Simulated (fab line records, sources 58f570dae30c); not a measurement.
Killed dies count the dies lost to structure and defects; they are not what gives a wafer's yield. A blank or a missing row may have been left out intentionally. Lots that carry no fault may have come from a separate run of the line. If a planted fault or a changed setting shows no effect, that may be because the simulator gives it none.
Split-lot experiment -- flow berkeley cmos170 -- 23 wafers read from 5 lots, route of 331 steps

THE SPLIT ITSELF
At UCB170_ACTIVE_EXPOSE_10 (exposes mask ACTIVE, target cd 1200 nm), the setting dose mj was moved away from the recipe's 20 on 7 of the 23 wafers read, by -6.3% to +3.4%. The other wafers ran this setting at the recipe's value.

FROM THE SPLIT TO THE READING: what the file shows between them, 4 steps
- UCB170_ACTIVE_DEVELOP_12: develop time 45 s (also split here: dev temp c)
- UCB170_ACTIVE_CD_MEAS_13: target cd 1200 nm
- UCB170_ACTIVE_ETCH_15: etches Si3N4 in CH3F/Ar/O2, stops on SiO2, target depth 242 nm, time 151 s
- UCB170_ACTIVE_STRIP_16: strips in O2

THE READING
cd nm at UCB170_ACTIVE_CD_MEAS_90, given in nm (cd target 1200 nm). On this fab line, fault-free wafers typically give 1199.1 nm with a standard deviation of 0.98 nm.

wafer,"tool, chamber at the split",dose mj as run,against the recipe,"cd nm, nm",against lot-mates on the recipe
L076.1,"krf scanner-01, 0",20,recipe,1199.2,-
L076.2,"krf scanner-01, 0",20,recipe,1199.3,-
L076.3,"krf scanner-01, 0",20,recipe,1200.0,-
L076.4,"krf scanner-01, 0",20,recipe,1199.7,-
L076.5,"krf scanner-01, 0",20,recipe,1198.0,-
L075.2,"krf scanner-02, 0",20.47,+2.3%,1194.1,-5.6
L075.3,"krf scanner-02, 0",20,recipe,1200.0,-
L075.4,"krf scanner-02, 0",20.47,+2.3%,1196.0,-3.7
L075.5,"krf scanner-02, 0",20,recipe,1199.1,-
L075.6,"krf scanner-02, 0",20,recipe,1200.0,-
L077.1,"krf scanner-01, 0",20,recipe,1197.0,-
L077.2,"krf scanner-01, 0",20,recipe,1198.1,-
L077.3,"krf scanner-01, 0",20.69,+3.4%,1192.7,-4.8
L077.4,"krf scanner-01, 0",20,recipe,1197.5,-
L077.5,"krf scanner-01, 0",20.69,+3.4%,1192.1,-5.4
L081.1,"krf scanner-01, 0",18.73,-6.3%,1211.8,+11.4
L081.2,"krf scanner-01, 0",18.73,-6.3%,1211.2,+10.8
L081.4,"krf scanner-01, 0",20,recipe,1199.9,-
L081.5,"krf scanner-01, 0",18.73,-6.3%,1211.3,+10.9
L081.6,"krf scanner-01, 0",20,recipe,1200.9,-
L085.1,"krf scanner-01, 0",20,recipe,1200.2,-
L085.2,"krf scanner-01, 0",20,recipe,1199.4,-
L085.3,"krf scanner-01, 0",20,recipe,1199.5,-

FIT RESULTS
A straight line over all 23 wafers: cd nm changes by -1.92 nm for each +1% of dose mj; r = -0.98; the points scatter about the line by 0.96 nm.
The same after taking each lot's own level away (the mean of its wafers on the recipe; 23 wafers): -1.71 nm for each +1%; r = -0.99; scatter 0.64 nm.
That fit puts the effect of the largest move of dose mj on the reading at 11 nm.
Across the lots, their own levels run from 1197.53 to 1200.40 nm, a range of 2.9 times the standard deviation given above.
Hence the slope depends on the lot-to-lot level, as the two fits are not the same.
Check: with one of the wafers moved furthest among these (-6.3%) left out of the fit, the line predicts +10.7 nm for it against its lot-mates. It came out at +11.4 nm against them.

ADDITIONAL SPLITS CARRIED BY THESE WAFERS
Note: prior to the reading, these wafers also went through further splits. Each is held against what the fit with the lots' levels taken away leaves over:
other split on the same wafers,wafers away from the commonest value,r with cd nm (lot level and that fit taken away)
UCB170_START_OXIDATION_02 temp c,15,-0.24
UCB170_ZERO_COAT_01 resist thk nm,10,+0.03
UCB170_ACTIVE_DEVELOP_12 dev temp c,9,+0.34

THE WHOLE CHAIN: every reading that the file lists as answering this split, in the file's order
step,what it does,reading,change (the file's fit),r (the file's)
UCB170_ACTIVE_CD_MEAS_13,target cd 1200 nm,cd nm,-1.75 nm for each +1% of the setting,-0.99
UCB170_ACTIVE_ETCH_15,"etches Si3N4 in CH3F/Ar/O2, stops on SiO2, target depth 242 nm, time 151 s","ACTIVE.cd nm (the simulator's own value, which no gauge read)",-1.68 nm for each +1% of the setting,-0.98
UCB170_ACTIVE_CD_MEAS_90,target cd 1200 nm,cd nm,-1.71 nm for each +1% of the setting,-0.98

FILE'S OWN FIT
cd nm changes by -1.71 nm for each +1% of dose mj, r = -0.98.
